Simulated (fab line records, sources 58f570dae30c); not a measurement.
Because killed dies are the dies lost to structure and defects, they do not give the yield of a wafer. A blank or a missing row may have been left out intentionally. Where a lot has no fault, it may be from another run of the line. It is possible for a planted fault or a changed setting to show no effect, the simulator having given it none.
Which of the tools did it? + flow berkeley-cmos170 + 37 wafers from 13 lots sampled at 3 of the route's 331 steps

## WHAT THE GAUGES READ, wafer by wafer
UCB170_M1_CD_MEAS_90: target cd 700 nm. Usual: cd-nm 699.6 nm, standard deviation 2.7.
| lot  | measured     | on        | cd-nm (nm)        | flag |
|------|--------------|-----------|-------------------|------|
| L839 | day 8 00:35  | cd-sem-02 | 701.3 696.0 696.8 |      |
| L837 | day 8 02:16  | cd-sem-02 | 700.5 697.6 696.9 |      |
| L844 | day 8 21:48  | cd-sem-01 | 700.4 702.1 704.5 |      |
| L842 | day 8 21:49  | cd-sem-02 | 702.4 700.2 697.5 |      |
| L845 | day 9 15:21  | cd-sem-02 | 695.4 698.4 697.9 |      |
| L847 | day 9 18:56  | cd-sem-02 | 700.1 699.9 700.3 |      |
| L848 | day 10 15:19 | cd-sem-01 | 697.3 697.1 699.9 |      |
| L854 | day 11 16:59 | cd-sem-02 | 702.2 699.8 695.1 |      |
| L858 | day 11 18:28 | cd-sem-01 | 699.7 698.8 696.3 |      |
| L857 | day 11 18:56 | cd-sem-02 | 701.0 705.5 702.3 |      |
| L856 | day 11 19:32 | cd-sem-01 | 698.1 702.3 698.6 |      |
| L855 | day 11 19:56 | cd-sem-02 | 700.7             |      |
| L859 | day 12 06:40 | cd-sem-02 | 698.1 701.7 699.0 |      |

UCB170_V1_OVL_MEAS_13. Usual: V1_OVL typically reads 1 nm, with standard deviation 4.6.
| lot  | measured     | on         | V1_OVL (nm) | flag |
|------|--------------|------------|-------------|------|
| L839 | day 8 07:22  | overlay-02 | -5 -8 -1    |      |
| L837 | day 8 08:25  | overlay-02 | 3 5 6       |      |
| L844 | day 9 05:25  | overlay-02 | -3 -4 -6    |      |
| L842 | day 9 05:41  | overlay-02 | -1 -2 2     |      |
| L845 | day 10 03:50 | overlay-02 | 8 0 5       |      |
| L847 | day 10 03:51 | overlay-01 | -5 3 -1     |      |
| L848 | day 10 21:32 | overlay-02 | 3 -2 2      |      |
| L854 | day 11 21:11 | overlay-02 | 12 0 9      |      |
| L858 | day 12 01:32 | overlay-01 | 1 3 -4      |      |
| L857 | day 12 02:16 | overlay-01 | -4 -6 -6    |      |
| L856 | day 12 01:59 | overlay-01 | -3 -5 -3    |      |
| L855 | day 12 01:49 | overlay-02 | 2           |      |
| L859 | day 12 11:53 | overlay-02 | 4 0 -3      |      |

UCB170_V2_OVL_MEAS_13. Usual: V2_OVL typically reads 3 nm, with standard deviation 5.8.
| lot  | measured     | on         | V2_OVL (nm) | flag |
|------|--------------|------------|-------------|------|
| L839 | day 8 17:41  | overlay-02 | 11 14 6     |      |
| L837 | day 8 18:00  | overlay-02 | 5 -1 6      |      |
| L844 | day 9 10:36  | overlay-02 | 3 3 -1      |      |
| L842 | day 9 11:02  | overlay-02 | -2 9 -4     |      |
| L845 | day 10 10:08 | overlay-02 | 5 19 12     |      |
| L847 | day 10 10:24 | overlay-01 | 2 1 2       |      |
| L848 | day 11 06:11 | overlay-02 | 2 -6 -1     |      |
| L854 | day 12 06:34 | overlay-02 | 12 12 12    |      |
| L858 | day 12 10:54 | overlay-02 | 1 0 6       |      |
| L857 | day 12 11:11 | overlay-02 | 0 6 6       |      |
| L856 | day 12 11:29 | overlay-02 | -4 -7 1     |      |
| L855 | day 12 11:22 | overlay-02 | 10          |      |
| L859 | day 12 18:15 | overlay-02 | 0 4 -2      |      |

## TOOL THAT RAN EACH LOT (tool first, then ch and the chambers of the sampled wafers, then the start)
No process step before these readings appears in the record.

## AS READ BY THE TOOLS THEMSELVES (means over the sampled wafers that have a number; for cases with no such wafer, the mark the record gives instead)
The record holds no such reading with a usual standard deviation.

## THE ANSWER, worked out from the rows above alone
Rule: lot off if the mean of its wafers having a number is beyond 3 standard deviations from the usual mean. A lot without any number at a reading at which 4 lots or more have one is off too. Any other lot the step has rows for is counted as sound. Order of review: gauges by route order, followed by the tools' own readings, for which a lot's mean as printed above is used. The first step at which some lot is off is used, and at that step the reading that is off furthest; a lot without a number counts as furthest.
No lot is off on any of the readings shown, so nothing can be concluded from this.

## WHAT THE SIMULATOR HAD PUT IN
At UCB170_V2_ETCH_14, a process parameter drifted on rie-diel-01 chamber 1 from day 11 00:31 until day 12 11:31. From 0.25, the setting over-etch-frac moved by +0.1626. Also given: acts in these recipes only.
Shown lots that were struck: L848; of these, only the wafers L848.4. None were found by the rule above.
